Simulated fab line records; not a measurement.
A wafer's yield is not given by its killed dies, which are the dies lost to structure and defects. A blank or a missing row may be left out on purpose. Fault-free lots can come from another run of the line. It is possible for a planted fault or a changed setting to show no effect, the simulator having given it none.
fab line records | flow berkeley_cmos170 | part 2 of 2: steps 29 to 37 of 37
record lots=5 | wafers=15 | last_day=12
route steps=331 shown GATE@142 PLDD@145 NLDD@158 SPACER@171 PSD@175
lots with no fault: from the same line, run without faults
start_h: hours from the record's opening day to when the first of the lot's shown wafers began | wait_h: hours since the lot's step before | " the same as in the row above | L1.1+2: a row that stands for several wafers | - either no value or no given start | * or withheld: withheld | < > ~ a bound
route shown NAME@n: names a module that has steps shown in the file, with the first one's number in the route | usual: mean/standard deviation of fault-free wafers | same: alike in all rows | chamber/n: place in a boat | sites: readings site by site | _std_site: the standard deviation of these | _edge_site: the outer-site mean with the inner-site mean subtracted | radius_mm: how far each site lies from the wafer's centre | mask NAME#n: copy n | behind: the last tool/chamber to shape the wafer | hold: reason for holding the lot/hours on hold/outcome of the hold | device: transistor that didn't switch, given as n, p or np | end of line: at the end of the route, the tests of the same wafers | a step with no rows: only its recipe | killed: count of dies lost to structure and defects at first sort (not the wafer's yield) | map: the dies of a wafer, with x for killed, . for not killed, _ for no die there
set.NAME: setting as actually run; set.NAME@STEP: the setting as run at that earlier step | model.NAME: the simulator's own value behind a step, which no gauge read
a table for each step, a row for each wafer; lots at some steps of the route
services: from which hour (start_h, from the record's first day; less than 0 if before it) a tool's chamber was out of use, for how many hours, and why
## steps
# step UCB170_NLDD_CLEAN_12
# recipe chemistry=SPM | temp_c=120 | time_s=600
lot.wafer  | tool         | chamber | start_h | wait_h
L075.3+4+5 | wet_bench-04 | 1       | 137.88  | 0.0
L077.1+5+6 | wet_bench-04 | 2       | 153.29  | 0.2
L083.1+3+6 | wet_bench-04 | 3       | 179.45  | 0.1
L091.2+5+6 | wet_bench-04 | 3       | 217.59  | 0.0
L096.2+3+5 | wet_bench-03 | 2       | 247.18  | 0.0
# step UCB170_SPACER_CVD_00
# recipe material=SiO2 | target_thk_nm=376 | temp_c=390 | precursor=TEOS/O2 | time_s=47 | rf_w=550 | pressure_mtorr=9000
# usual heater_power_w=251/46
lot.wafer | tool     | chamber | start_h | wait_h | heater_power_w
L075.3    | pecvd-04 | 2       | 138.06  | 0.0    | 268
L075.4    | "        | 1       | "       | "      | 242
L075.5    | "        | 0       | "       | "      | 217
L077.1    | pecvd-01 | 1       | 153.47  | 0.0    | 302
L077.5    | "        | 0       | "       | "      | 236
L077.6    | "        | 1       | "       | "      | 311
L083.1    | pecvd-04 | 0       | 179.62  | 0.0    | 245
L083.3    | "        | 1       | "       | "      | 220
L083.6    | "        | 1       | "       | "      | 227
L091.2    | pecvd-04 | 2       | 217.77  | 0.0    | 270
L091.5    | "        | 1       | "       | "      | 233
L091.6    | "        | 0       | "       | "      | 202
L096.2    | pecvd-04 | 0       | 247.37  | 0.0    | 248
L096.3    | "        | 2       | "       | "      | 194
L096.5    | "        | 0       | "       | "      | 253
# step UCB170_SPACER_THK_MEAS_01
# recipe reads=SiO2_of_SPACER_CVD_00
# usual SPACER_TEOS_THK=377/4.5
lot.wafer | tool          | chamber | start_h | wait_h | SPACER_TEOS_THK[nm]
L075.3    | film_metro-03 | -       | 138.12  | 0.0    | 374
L075.4    | "             | -       | "       | "      | 382
L075.5    | "             | -       | "       | "      | 379
L077.1    | film_metro-02 | -       | 153.51  | 0.0    | 377
L077.5    | "             | -       | "       | "      | 384
L077.6    | "             | -       | "       | "      | 384
L083.1    | film_metro-04 | -       | 179.66  | 0.0    | 377
L083.3    | "             | -       | "       | "      | 372
L083.6    | "             | -       | "       | "      | 379
L091.2    | film_metro-03 | -       | 217.82  | 0.0    | 373
L091.5    | "             | -       | "       | "      | 375
L091.6    | "             | -       | "       | "      | 382
L096.2    | film_metro-03 | -       | 247.43  | 0.0    | 377
L096.3    | "             | -       | "       | "      | 377
L096.5    | "             | -       | "       | "      | 383
# step UCB170_SPACER_ANNEAL_02
# recipe temp_c=900 | time_s=1800 | ambient=N2
# usual tube_center_temp_C_max=902.3/0.39
lot.wafer | tool       | chamber | start_h | wait_h | tube_center_temp_C_max
L075.3    | furnace-03 | 0       | 142.89  | 4.8    | 902.6
L075.4    | "          | 0       | "       | "      | 902.0
L075.5    | "          | 0       | "       | "      | 902.2
L077.1    | furnace-01 | 0       | 154.15  | 0.6    | 902.6
L077.5    | "          | 0       | "       | "      | 902.6
L077.6    | "          | 0       | "       | "      | 902.0
L083.1    | furnace-01 | 0       | 184.41  | 4.7    | 902.1
L083.3    | "          | 0       | "       | "      | 902.2
L083.6    | "          | 0       | "       | "      | 902.8
L091.2    | furnace-02 | 0       | 220.08  | 2.3    | 902.6
L091.5    | "          | 0       | "       | "      | 902.5
L091.6    | "          | 0       | "       | "      | 902.5
L096.2    | furnace-03 | 0       | 250.85  | 3.4    | 901.8
L096.3    | "          | 0       | "       | "      | 902.3
L096.5    | "          | 0       | "       | "      | 902.7
# step UCB170_SPACER_ETCHBACK_03
# recipe stop_on=Si | target=SiO2 | chemistry=CHF3/CF4/Ar | CHF3_flow_sccm=50 | cf4_flow_sccm=10 | Ar_flow_sccm=120 | pressure_mtorr=200 | rf_w=500 | target_depth_a=3760 | time_s=100
# usual CHF3_flow_sccm=50.01/0.16 | chamber_pressure_mTorr=200.03/0.2 | drypump_motor_current_A=5.4/0.33 | oes_product_au=0.898/0.018 | throttle_valve_pct=6.52/0.12
lot.wafer | tool        | chamber | start_h | wait_h | CHF3_flow_sccm | chamber_pressure_mTorr | drypump_motor_current_A | oes_product_au | rf_hours_counter_h | throttle_valve_pct
L075.3    | rie_diel-01 | 3       | 144.39  | 0.0    | 49.57          | 200.07                 | 5.5                     | 0.897          | 70                 | 6.63
L075.4    | "           | 2       | "       | "      | 50.05          | 200.07                 | 5.8                     | 0.907          | 114                | 6.42
L075.5    | "           | 0       | "       | "      | 49.74          | 200.10                 | 4.9                     | 0.904          | -                  | 6.37
L077.1    | rie_diel-01 | 3       | 155.65  | 0.0    | 49.93          | 200.02                 | 5.5                     | 0.912          | 70                 | 6.63
L077.5    | "           | 0       | "       | "      | 50.01          | 199.77                 | 4.9                     | 0.917          | -                  | 6.38
L077.6    | "           | 3       | "       | "      | 50.04          | 199.62                 | 5.5                     | 0.924          | -                  | 6.63
L083.1    | rie_diel-02 | 0       | 185.91  | 0.0    | 49.96          | 199.81                 | 5.4                     | 0.900          | 59                 | 6.45
L083.3    | "           | 2       | "       | "      | 50.05          | 200.43                 | 5.2                     | 0.914          | 62                 | 6.54
L083.6    | "           | 1       | "       | "      | 50.13          | 200.08                 | 6.0                     | 0.883          | -                  | 6.68
L091.2    | rie_diel-01 | 2       | 221.58  | 0.0    | 50.11          | 199.78                 | 5.7                     | 0.897          | 118                | 6.44
L091.5    | "           | 2       | "       | "      | 49.74          | 199.91                 | 5.7                     | 0.897          | -                  | 6.43
L091.6    | "           | 1       | "       | "      | 50.08          | 199.93                 | 5.2                     | 0.923          | -                  | 6.56
L096.2    | rie_diel-03 | 2       | 252.35  | 0.0    | 50.02          | 200.47                 | 6.0                     | 0.929          | 140                | 6.57
L096.3    | "           | 1       | "       | "      | 50.17          | 199.85                 | 5.3                     | 0.894          | 25                 | 6.63
L096.5    | "           | 1       | "       | "      | 50.22          | 200.13                 | 5.4                     | 0.910          | -                  | 6.62
# step UCB170_PSD_HMDS_00
# recipe prime_time_s=60 | prime_temp_c=100
lot.wafer  | tool           | chamber | start_h | wait_h
L075.3+4+5 | litho_track-02 | 0       | 144.51  | 0.1
L077.1+5+6 | litho_track-04 | 0       | 155.77  | 0.1
L083.1+3+6 | litho_track-04 | 0       | 186.23  | 0.3
L091.2+5+6 | litho_track-03 | 0       | 222.08  | 0.5
L096.2+3+5 | litho_track-02 | 0       | 252.44  | 0.1
# step UCB170_PSD_COAT_01
# recipe resist=KrF | spin_rpm=1500 | resist_thk_nm=900
lot.wafer  | tool           | chamber | start_h | wait_h
L075.3+4+5 | litho_track-02 | 0       | 144.66  | 0.1
L077.1+5+6 | litho_track-04 | 0       | 155.92  | 0.1
L083.1+3+6 | litho_track-04 | 0       | 186.38  | 0.1
L091.2+5+6 | litho_track-03 | 0       | 222.23  | 0.1
L096.2+3+5 | litho_track-02 | 0       | 252.59  | 0.1
# step UCB170_PSD_SOFTBAKE_02
# recipe resist=KrF | temp_c=130 | time_s=60
# usual heater_power_total_W=56.81/0.042
lot.wafer | tool           | chamber | start_h | wait_h | heater_power_total_W
L075.3    | litho_track-02 | 0       | 144.81  | 0.1    | 56.83
L075.4    | "              | 0       | "       | "      | 56.74
L075.5    | "              | 0       | "       | "      | 56.80
L077.1    | litho_track-04 | 0       | 156.07  | 0.1    | 56.83
L077.5    | "              | 0       | "       | "      | 56.90
L077.6    | "              | 0       | "       | "      | 56.81
L083.1    | litho_track-04 | 0       | 186.53  | 0.1    | 56.92
L083.3    | "              | 0       | "       | "      | 56.74
L083.6    | "              | 0       | "       | "      | 56.78
L091.2    | litho_track-03 | 0       | 222.38  | 0.1    | 56.82
L091.5    | "              | 0       | "       | "      | 56.80
L091.6    | "              | 0       | "       | "      | 56.81
L096.2    | litho_track-02 | 0       | 252.74  | 0.1    | 56.79
L096.3    | "              | 0       | "       | "      | 56.84
L096.5    | "              | 0       | "       | "      | 56.83
# step UCB170_PSD_EXPOSE_03
# recipe mask_id=PSELECT_MOD | na=0.5 | sigma_outer=0.6 | source_shape=conventional | target_cd_nm=1200 | dose_mj=29.75
# usual exposure_dose_mJ_cm2=29.996/0.029 | reticle_temp_C=23.00/0.1
lot.wafer | tool           | chamber | start_h | wait_h | mask          | exposure_dose_mJ_cm2 | reticle_temp_C
L075.3    | krf_scanner-02 | 0       | 144.95  | 0.1    | PSELECT_MOD#0 | 30.036               | 23.04
L075.4    | "              | 0       | "       | "      | PSELECT_MOD#0 | 30.030               | 22.92
L075.5    | "              | 0       | "       | "      | PSELECT_MOD#0 | 30.059               | 23.07
L077.1    | krf_scanner-01 | 0       | 156.41  | 0.3    | PSELECT_MOD#0 | 29.962               | 23.04
L077.5    | "              | 0       | "       | "      | PSELECT_MOD#0 | 30.021               | 23.01
L077.6    | "              | 0       | "       | "      | PSELECT_MOD#0 | 30.002               | 23.00
L083.1    | krf_scanner-02 | 0       | 187.02  | 0.5    | PSELECT_MOD#0 | 29.980               | 23.03
L083.3    | "              | 0       | "       | "      | PSELECT_MOD#0 | 29.980               | 23.17
L083.6    | "              | 0       | "       | "      | PSELECT_MOD#0 | 30.005               | 23.11
L091.2    | krf_scanner-02 | 0       | 222.63  | 0.2    | PSELECT_MOD#0 | 29.980               | 23.00
L091.5    | "              | 0       | "       | "      | PSELECT_MOD#0 | 29.965               | 22.99
L091.6    | "              | 0       | "       | "      | PSELECT_MOD#0 | 29.965               | 22.97
L096.2    | krf_scanner-01 | 0       | 253.01  | 0.2    | PSELECT_MOD#0 | 29.994               | 23.25
L096.3    | "              | 0       | "       | "      | PSELECT_MOD#0 | 30.009               | 23.24
L096.5    | "              | 0       | "       | "      | PSELECT_MOD#0 | 30.023               | 23.12
## services
tool            | chamber | start_h | hours | kind
implanter-01    | -       | 110.03  | 1.7   | repair
plasma_asher-02 | -       | 122.85  | 15.6  | pm
krf_scanner-01  | -       | 125.96  | 0.8   | pm
implanter-04    | -       | 129.85  | 3.3   | pm
krf_scanner-01  | -       | 140.99  | 1.3   | repair
implanter-02    | -       | 144.08  | 4.7   | repair
implanter-04    | -       | 147.30  | 6.0   | repair
implanter-03    | -       | 148.21  | 1.0   | repair
krf_scanner-01  | -       | 158.84  | 1.0   | pm
krf_scanner-02  | -       | 168.06  | 1.3   | pm
implanter-03    | -       | 175.17  | 1.5   | repair
rie_diel-01     | 0       | 175.24  | 6.2   | repair
furnace-03      | -       | 182.65  | 3.1   | pm
plasma_asher-03 | -       | 187.87  | 1.6   | repair
krf_scanner-02  | -       | 194.06  | 0.8   | pm
plasma_asher-03 | -       | 194.65  | 2.0   | repair
implanter-01    | -       | 203.05  | 3.4   | pm
krf_scanner-02  | -       | 203.54  | 4.4   | pm
krf_scanner-01  | -       | 208.67  | 1.3   | pm
krf_scanner-01  | -       | 220.96  | 4.4   | pm
krf_scanner-02  | -       | 231.99  | 1.0   | pm
furnace-01      | -       | 236.10  | 17.8  | pm
plasma_asher-02 | -       | 241.74  | 2.8   | pm
rie_diel-01     | 1       | 246.04  | 6.4   | repair
